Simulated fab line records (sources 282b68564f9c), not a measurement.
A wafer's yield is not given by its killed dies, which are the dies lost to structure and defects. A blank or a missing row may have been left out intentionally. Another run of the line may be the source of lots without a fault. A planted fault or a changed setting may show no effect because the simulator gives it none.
A struck lot beside a sound one | flow ritCmos | 44 out of 202 route steps
Sound: wafers L538.2, L538.3, L538.5. Struck: wafer L545.2. (L545.3, L545.4 of the same lot were not struck and are left out.) The cause comes at the end.
Order at every step that has rows: each side's tool, ch and its chambers, its first start. Under that, the readings that differ: sound wafers | struck wafers | difference of the means | sigmas: that difference in standard deviations of wafers without a fault.
alike: words and numbers the same on both sides, and readings whose means are apart by under 2 such deviations; not compared: readings that were withheld, readings missing a value for some wafer, numbers with overlapping values and no deviation given by the record, and bounds like >300 which may hide the same value.
The two part at a step that has a row with sigmas, a row that says differs or no value, or rows on one side only. When numbers do not overlap yet have no deviation, they are printed without sigmas and do not part them. A reading that every wafer of one side lacks parts them only if that side has two wafers or more.

first, 2 steps without rows for these wafers: RIT_PLDD_PEB_04; RIT_PLDD_DEVELOP_05 (develop time 50 s).
RIT_PLDD_OVL_MEAS_06:
  sound on overlay-02 at day 3 08:50; struck on overlay-02 at day 4 21:01
  alike: PLDD_OVL
then, 2 steps without rows for these wafers: RIT_PLDD_HARDBAKE_07 (time 60 s); RIT_PLDD_IMPLANT_08.
RIT_PLDD_STRIP_09: strips in O2, time 180 s.
  sound on plasmaAsher-01 ch 0,1, day 3 09:10; struck on plasmaAsher-01 ch 1, day 4 21:21
  alike: drypumpMotorCurrentA, o2FlowSccm, rfReflPowerW
  not compared: rfHoursCounterH
RIT_PLDD_TW_MEAS_10:
  sound on filmMetro-03 at day 3 09:21; struck on filmMetro-03 at day 4 21:32
  alike: PLDD_TW
then, 4 steps without rows for these wafers: RIT_SPACER_CLEAN_00 (cleans in SC1, time 600 s); RIT_SPACER_CLEAN_01 (cleans in dHF, time 30 s); RIT_SPACER_CLEAN_02 (cleans in SC2, time 600 s); RIT_SPACER_CVD_03 (deposits Si3N4 from SiH2Cl2/NH3, target thk 250 nm, time 3300 s).
RIT_SPACER_THK_MEAS_04:
  sound on filmMetro-03 at day 3 11:43; struck on filmMetro-02 at day 4 23:52
reading                 | sound             | struck | difference | sigmas
SPACER_NITRIDE_THK (nm) | 250.6 252.1 253.0 | 246.7  | -5.2       | -2
RIT_SPACER_ETCHBACK_05: etches Si3N4 in SF6/CHF3, stops on SiO2, target depth 250 nm, time 240 s.
  sound on rieDiel-02 ch 0,1, day 3 11:46; struck on rieDiel-02 ch 3, day 4 23:55
reading                                 | sound             | struck | difference | sigmas
drypumpMotorCurrentA (A)                | 6.0 6.4 6.4       | 5.5    | -0.8       | -3
oesProductAu (a.u.)                     | 0.824 0.828 0.841 | 0.983  | +0.152     | +12
runLengthS (s)                          | 268.0 268.6 268.5 | 240.5  | -27.9      | -61
model.poly-Si_of_GATE_CVD_08.thkNm (nm) | 167.6 169.4 168.7 | 176.6  | +8.0       | 
model.Si3N4_of_SPACER_CVD_03.thkNm (nm) | 196.5 198.9 199.2 | 199.6  | +1.4       | 
  alike: CHF3_flow_sccm, throttleValvePct
  not compared: rfHoursCounterH
then, 6 steps without rows for these wafers: RIT_NSD_HMDS_00 (prime time 60 s); RIT_NSD_COAT_01 (resist thk 1000 nm); RIT_NSD_SOFTBAKE_02 (time 60 s); RIT_NSD_EXPOSE_03 (exposes mask M9, target cd 40700 nm); RIT_NSD_PEB_04; RIT_NSD_DEVELOP_05 (develop time 50 s).
RIT_NSD_OVL_MEAS_06:
  sound on overlay-01 at day 3 12:53; struck on overlay-02 at day 5 01:04
  alike: NSD_OVL
then, 2 steps without rows for these wafers: RIT_NSD_HARDBAKE_07 (time 60 s); RIT_NSD_IMPLANT_08.
RIT_NSD_STRIP_09: strips in O2, time 180 s.
  sound on plasmaAsher-02 ch 1, day 3 13:13; struck on plasmaAsher-01 ch 0, day 5 01:23
  alike: drypumpMotorCurrentA, o2FlowSccm, rfReflPowerW
  not compared: rfHoursCounterH
RIT_NSD_TW_MEAS_10:
  sound on filmMetro-01 at day 3 13:24; struck on filmMetro-02 at day 5 01:34
  alike: NSD_TW
then, 6 steps without rows for these wafers: RIT_PSD_HMDS_00 (prime time 60 s); RIT_PSD_COAT_01 (resist thk 1000 nm); RIT_PSD_SOFTBAKE_02 (time 60 s); RIT_PSD_EXPOSE_03 (exposes mask M10, target cd 40900 nm); RIT_PSD_PEB_04; RIT_PSD_DEVELOP_05 (develop time 50 s).
RIT_PSD_OVL_MEAS_06:
  sound on overlay-02 at day 3 14:26; struck on overlay-02 at day 5 02:29
  alike: PSD_OVL
then, 2 steps without rows for these wafers: RIT_PSD_HARDBAKE_07 (time 60 s); RIT_PSD_IMPLANT_08.
RIT_PSD_STRIP_09: strips in O2, time 180 s.
  sound on plasmaAsher-03 ch 0,1, day 3 14:46; struck on plasmaAsher-01 ch 0, day 5 02:49
  alike: drypumpMotorCurrentA, o2FlowSccm, rfReflPowerW
  not compared: rfHoursCounterH
RIT_PSD_TW_MEAS_10:
  sound on filmMetro-01 at day 3 14:57; struck on filmMetro-02 at day 5 02:59
  alike: PSD_TW
then, 2 steps without rows for these wafers: RIT_SDANNEAL_CLEAN_00 (cleans in SC1, time 600 s); RIT_SDANNEAL_CLEAN_01 (cleans in dHF, time 30 s).
RIT_SDANNEAL_CLEAN_02: cleans in SC2, time 600 s.
  sound on wetBench-02 ch 3, day 3 15:13; struck on wetBench-02 ch 3, day 5 03:14
reading                                 | sound           | struck | difference | sigmas
model.poly-Si_of_GATE_CVD_08.thkNm (nm) | 163.2 165 164.4 | 172.2  | +8.0       | 
RIT_SDANNEAL_RTA_03: time 5 s.
  sound on rtpAnneal-02 ch 0, day 3 15:25; struck on rtpAnneal-01 ch 0, day 5 03:26
reading        | sound                | struck | difference | sigmas
annealTempCMax | 1053.8 1053.1 1052.2 | 1056.1 | +3.1       | +2
  alike: wafer_temp_C_max
RIT_SDANNEAL_RS_MEAS_04: measures by four-point-probe.
  sound on filmMetro-03 at day 3 15:29; struck on filmMetro-02 at day 5 03:30
reading         | sound             | struck | difference | sigmas
PSD_RS (ohm/sq) | 116.4 116.2 116.5 | 115.5  | -0.9       | -3
RIT_SDANNEAL_RS_MEAS_05: measures by four-point-probe.
  sound on filmMetro-03 at day 3 15:36; struck on filmMetro-02 at day 5 03:37
  alike: NSD_RS
RIT_SDANNEAL_RS_MEAS_06: measures by four-point-probe.
  sound on filmMetro-03 at day 3 15:43; struck on filmMetro-02 at day 5 03:44
  alike: PLDD_RS
RIT_SILICIDE_WET_ETCH_00: etches SiO2 in BOE, target depth 14 nm, time 15 s.
  sound on wetBench-04 ch 2, day 3 15:56; struck on wetBench-03 ch 0, day 5 03:58
reading                                 | sound           | struck | difference | sigmas
model.Si3N4_of_SPACER_CVD_03.thkNm (nm) | 195.3 197.8 198 | 198.4  | +1.4       | 
RIT_M1_PROBE_99:
  sound on prober-02 at day 3 23:01; struck on prober-01 at day 5 11:25
reading                                  | sound                | struck | difference | sigmas
model.etest.nmos_0p15.rOnOhmUm           | 1096 1053 1063       | 1016   | -55        | 
model.etest.nplusSal.widthNm (nm)        | 3412 3415 3394       | 3362   | -45        | 
model.etest.pplusSal.widthNm (nm)        | 3412 3416 3403       | 3348   | -62        | 
model.etest.nwellPinched.rsOhmSq         | 346.1 340.5 340.8    | 327.9  | -14.6      | 
model.etest.pwellPinched.rsOhmSq         | 462.2 446.6 453.8    | 438.3  | -15.9      | 
model.etest.contactNplus.endOhmUm        | 40.49 40.13 40.95    | 37.2   | -3.3       | 
model.etest.diodeNplusComb.leakLog10ACm2 | -5.234 -5.436 -5.403 | -5.459 | -0.101     | 
  alike: killedAtContacts, killedAtFrontEnd, killedDies, killedOpen, killedShort
  not compared: model.etest.fieldPMetal.vtV

== WHERE THEY PART ==
At RIT_SPACER_THK_MEAS_04 first; at RIT_SDANNEAL_RS_MEAS_04 last (within this record only). Later steps at which nothing parts them and some readings are alike: RIT_SDANNEAL_RS_MEAS_05, RIT_SDANNEAL_RS_MEAS_06, RIT_M1_PROBE_99.

WHY: what the simulator had put in
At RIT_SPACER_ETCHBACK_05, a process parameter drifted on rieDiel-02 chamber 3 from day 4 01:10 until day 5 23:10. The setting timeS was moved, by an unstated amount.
